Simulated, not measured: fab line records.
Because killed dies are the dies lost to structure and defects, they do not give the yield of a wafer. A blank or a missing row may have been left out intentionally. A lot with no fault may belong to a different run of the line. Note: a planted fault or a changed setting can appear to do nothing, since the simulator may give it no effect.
Which tool was responsible?	flow rit cmos	Sampling: 15 lots, 45 wafers, 4 of 202 route steps

## WHAT THE GAUGES SHOWED, per wafer
RIT_GATE_THK_MEAS_07.
lot	measured	on	GATE_OXIDE_THK (nm)
L119	day 2 10:09	film metro-04	3.02 3.04 2.97
L120	day 2 15:44	film metro-02	3.02 3.05 2.93
L121	day 2 20:59	film metro-02	3.03 2.96 3.03
L122	day 2 23:52	film metro-04	2.91 2.96 2.87
L123	day 3 06:05	film metro-04	2.92 2.98 3.00
L124	day 3 10:23	film metro-04	3.00 2.90 3.01
L125	day 3 15:38	film metro-04	3.05 3.03 3.01
L126	day 3 20:38	film metro-04	2.99 3.01 2.98
L130	day 4 16:32	film metro-01	3.04 3.05 3.05
L134	day 5 12:23	film metro-02	3.08 3.07 3.07
L137	day 6 05:31	film metro-02	2.97 2.96 3.09
L138	day 6 08:39	film metro-04	2.95 2.94 2.91
L140	day 6 18:13	film metro-04	2.97 2.98 2.99
L141	day 7 00:13	film metro-02	3.02 3.02 3.08
L142	day 7 05:35	film metro-04	2.96 2.92 2.97

RIT_SPACER_THK_MEAS_04.
lot	measured	on	SPACER_NITRIDE_THK (nm)
L119	day 2 22:36	film metro-03	250.6 250.2 249.9
L120	day 3 03:26	film metro-04	250.4 249.0 251.5
L121	day 3 08:24	film metro-03	248.1 249.3 247.3
L122	day 3 11:42	film metro-03	251.1 252.2 251.5
L123	day 3 17:58	film metro-02	251.4 252.6 250.6
L124	day 3 23:08	film metro-03	248.1 248.3 247.9
L125	day 4 06:04	film metro-02	502.9 505.8 501.9 503.4 506.0 501.5
L126	day 4 10:20	film metro-04	500.9 497.4 500.1 500.7 497.4 500.0
L130	day 5 08:30	film metro-02	494.9 496.2 490.7 494.7 495.9 490.7
L134	day 5 23:52	film metro-02	247.5 249.2 248.9
L137	day 6 17:13	film metro-02	246.9 246.7 248.2
L138	day 6 20:28	film metro-04	252.7 253.3 251.2
L140	day 7 06:07	film metro-04	245.1 245.9 244.3
L141	day 7 12:04	film metro-02	249.6 252.3 251.1
L142	day 7 18:15	film metro-04	249.5 250.6 251.0

RIT_PSD_OVL_MEAS_06.
lot	measured	on	PSD_OVL (nm)
L119	day 3 01:12	overlay-01	0.0 -0.6 -1.4
L120	day 3 05:59	overlay-02	-1.3 -0.4 -2.3
L121	day 3 11:05	overlay-02	2.4 -0.2 1.1
L122	day 3 14:26	overlay-02	1.4 -0.9 -0.1
L123	day 3 20:26	overlay-01	-0.7 -0.8 1.9
L124	day 4 01:44	overlay-01	0.4 1.4 0.8
L134	day 6 02:38	overlay-01	0.7 -0.1 1.8
L137	day 6 19:56	overlay-01	1.0 2.0 1.8
L138	day 6 22:58	overlay-01	1.6 0.1 1.4
L140	day 7 08:50	overlay-02	1.9 2.9 1.9
L141	day 7 14:51	overlay-02	-3.5 -2.1 -3.0
L142	day 7 21:09	overlay-01	-0.2 -1.8 -2.0

## WHICH TOOL RAN EACH LOT (tool, then ch and the chambers of the sampled wafers, then the start)
lot	RIT_SPACER_CVD_03
L119	lpcvd-01 ch 0, day 2 20:40
L120	lpcvd-01 ch 1, day 3 01:29
L121	lpcvd-02 ch 0, day 3 06:28
L122	lpcvd-02 ch 0, day 3 09:47
L123	lpcvd-02 ch 0, day 3 16:02
L124	lpcvd-01 ch 1, day 3 21:12
L125	lpcvd-02 ch 0, day 4 02:02
L126	lpcvd-02 ch 1, day 4 06:19
L130	lpcvd-02 ch 1, day 5 02:28
L134	lpcvd-02 ch 1, day 5 21:57
L137	lpcvd-02 ch 0, day 6 15:17
L138	lpcvd-01 ch 1, day 6 18:32
L140	lpcvd-02 ch 1, day 7 04:12
L141	lpcvd-01 ch 1, day 7 10:10
L142	lpcvd-01 ch 0, day 7 16:20
- RIT_SPACER_CVD_03: deposits Si3N4 from SiH2Cl2/NH3, target thk 250 nm, time 3300 s.

## AS READ BY THE TOOLS THEMSELVES (means over the sampled wafers that have a number; for cases with no such wafer, the mark the record gives instead)
RIT_SPACER_CVD_03.
lot	tool	pressure mtorr (mTorr)
L119	lpcvd-01	299.7
L120	lpcvd-01	299.2
L121	lpcvd-02	299.6
L122	lpcvd-02	300.1
L123	lpcvd-02	299.9
L124	lpcvd-01	299.1
L125	lpcvd-02	299.8
L126	lpcvd-02	300.3
L130	lpcvd-02	300.3
L134	lpcvd-02	300.9
L137	lpcvd-02	300.3
L138	lpcvd-01	300.7
L140	lpcvd-02	299.5
L141	lpcvd-01	299.8
L142	lpcvd-01	300.4

## THE ANSWER, worked out from the rows above alone
Rule: what is usual is taken from the lots themselves. The widest of any qualifying gaps counts: lots, ordered by their means at a reading, are off when they make up no more than a third of the lots, leave a main group of 4 or more, and stand apart from it by 3 or more times the standard deviation of that group's means. A main group is skipped when, at the precision printed for the reading in the tables above, its means are all equal. A lot without any number at a reading at which 4 lots or more have one is off too. All remaining lots with rows at the step are treated as sound. After the gauges, taken in route order, come the tools' own readings; for these a lot's mean is taken, as printed above. At the first step where some lot is off, the reading lying furthest off is the one used; lots without a number count as furthest.
Off: L125, L126, L130, seen at RIT_SPACER_THK_MEAS_04 (SPACER_NITRIDE_THK). For the main group the mean is 249.6 nm and the standard deviation 2.
If a tool, at a process step before that reading, ran all the lots that are off and no sound lot after the first of them, it fits. Gauges at RIT_SPACER_THK_MEAS_04: tried the same way as those tools. Of those tried, none fits.

## WHAT THE SIMULATOR HAD PUT IN
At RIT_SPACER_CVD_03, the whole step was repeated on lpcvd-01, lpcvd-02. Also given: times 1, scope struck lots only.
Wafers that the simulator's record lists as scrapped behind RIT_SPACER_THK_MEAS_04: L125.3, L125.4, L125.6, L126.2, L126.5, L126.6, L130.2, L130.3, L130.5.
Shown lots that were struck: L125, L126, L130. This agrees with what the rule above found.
